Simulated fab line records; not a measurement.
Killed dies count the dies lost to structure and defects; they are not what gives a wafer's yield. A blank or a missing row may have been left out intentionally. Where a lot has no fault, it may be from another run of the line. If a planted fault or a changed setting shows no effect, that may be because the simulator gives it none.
Which tool did it? -- flow berkeley-cmos170 -- 45 wafers from 15 lots sampled at 2 of the route's 331 steps

== WHAT THE GAUGES SHOWED, per wafer ==
UCB170_CONTACT_THK_MEAS_02.
lot,measured,on,CONTACT_PSG_THK (nm)
L499,day 9 01:34,film-metro-01,698 693 697
L500,day 9 01:44,film-metro-04,690 687 688
L501,day 9 18:25,film-metro-01,698 691 689
L503,day 10 11:37,film-metro-04,699 701 698
L502,day 10 13:23,film-metro-01,699 707 704
L504,day 10 13:27,film-metro-04,702 702 701
L505,day 10 13:24,film-metro-02,684 694 691
L506,day 10 13:23,film-metro-04,694 696 697
L507,day 10 22:35,film-metro-02,500 502 500 499 502 500
L508,day 10 22:35,film-metro-04,504 505 502 504 505 501
L512,day 11 12:12,film-metro-01,702 705 704
L511,day 11 13:52,film-metro-02,504 499 499 503 499 499
L513,day 11 23:04,film-metro-01,703 701 703
L517,day 12 19:02,film-metro-01,707 704 706
L519,day 12 19:03,film-metro-02,693 692 692

== EACH LOT AND THE TOOL THAT RAN IT (in order: tool; ch and the chambers of the sampled wafers; start) ==
lot,UCB170_CONTACT_CVD_01
L499,"lpcvd-01 ch 1, day 8 23:46"
L500,"lpcvd-02 ch 1, day 8 23:56"
L501,"lpcvd-01 ch 1, day 9 16:37"
L503,"lpcvd-01 ch 0, day 10 09:49"
L502,"lpcvd-01 ch 0, day 10 11:36"
L504,"lpcvd-01 ch 0, day 10 11:36"
L505,"lpcvd-01 ch 0, day 10 11:36"
L506,"lpcvd-01 ch 1, day 10 11:36"
L507,"lpcvd-01 ch 1, day 10 19:54"
L508,"lpcvd-01 ch 1, day 10 19:54"
L512,"lpcvd-02 ch 0, day 11 10:25"
L511,"lpcvd-01 ch 1, day 11 11:10"
L513,"lpcvd-01 ch 0, day 11 20:22"
L517,"lpcvd-02 ch 1, day 12 17:15"
L519,"lpcvd-02 ch 0, day 12 17:15"
- UCB170_CONTACT_CVD_01: deposits PSG from SiH4/O2/PH3, target thk 700 nm, time 2820 s.

== AS READ BY THE TOOLS THEMSELVES (means over the sampled wafers that have a number; for cases with no such wafer, the mark the record gives instead) ==
UCB170_CONTACT_CVD_01.
lot,tool,zone-power-source-pct (%)
L499,lpcvd-01,7.0
L500,lpcvd-02,6.7
L501,lpcvd-01,7.0
L503,lpcvd-01,7.7
L502,lpcvd-01,7.7
L504,lpcvd-01,7.8
L505,lpcvd-01,7.7
L506,lpcvd-01,7.1
L507,lpcvd-01,7.1
L508,lpcvd-01,7.0
L512,lpcvd-02,7.5
L511,lpcvd-01,7.0
L513,lpcvd-01,7.7
L517,lpcvd-02,6.6
L519,lpcvd-02,7.5

== THE ANSWER, worked out from the rows above alone ==
Rule: usual is defined by the lots themselves. The widest of any qualifying gaps counts: lots, ordered by their means at a reading, are off when they make up no more than a third of the lots, leave a main group of 4 or more, and stand apart from it by 3 or more times the standard deviation of that group's means. If all means in a main group match to the digits the tables above print for the reading, that group is not used. Also off: a lot with no number at a reading for which 4 or more lots have one. Any other lot the step has rows for is counted as sound. Order of review: gauges by route order, followed by the tools' own readings, for which a lot's mean as printed above is used. At the first step where some lot is off, the reading lying furthest off is the one used; lots without a number count as furthest.
Off: at UCB170_CONTACT_THK_MEAS_02 (CONTACT_PSG_THK), L507, L508, L511. The main group: mean 698 nm, standard deviation 5.7.
If a tool, at a process step before that reading, ran all the lots that are off and no sound lot after the first of them, it fits. The gauges at UCB170_CONTACT_THK_MEAS_02 are tried like those tools. None of those tried fits.

== WHAT THE SIMULATOR PUT IN ==
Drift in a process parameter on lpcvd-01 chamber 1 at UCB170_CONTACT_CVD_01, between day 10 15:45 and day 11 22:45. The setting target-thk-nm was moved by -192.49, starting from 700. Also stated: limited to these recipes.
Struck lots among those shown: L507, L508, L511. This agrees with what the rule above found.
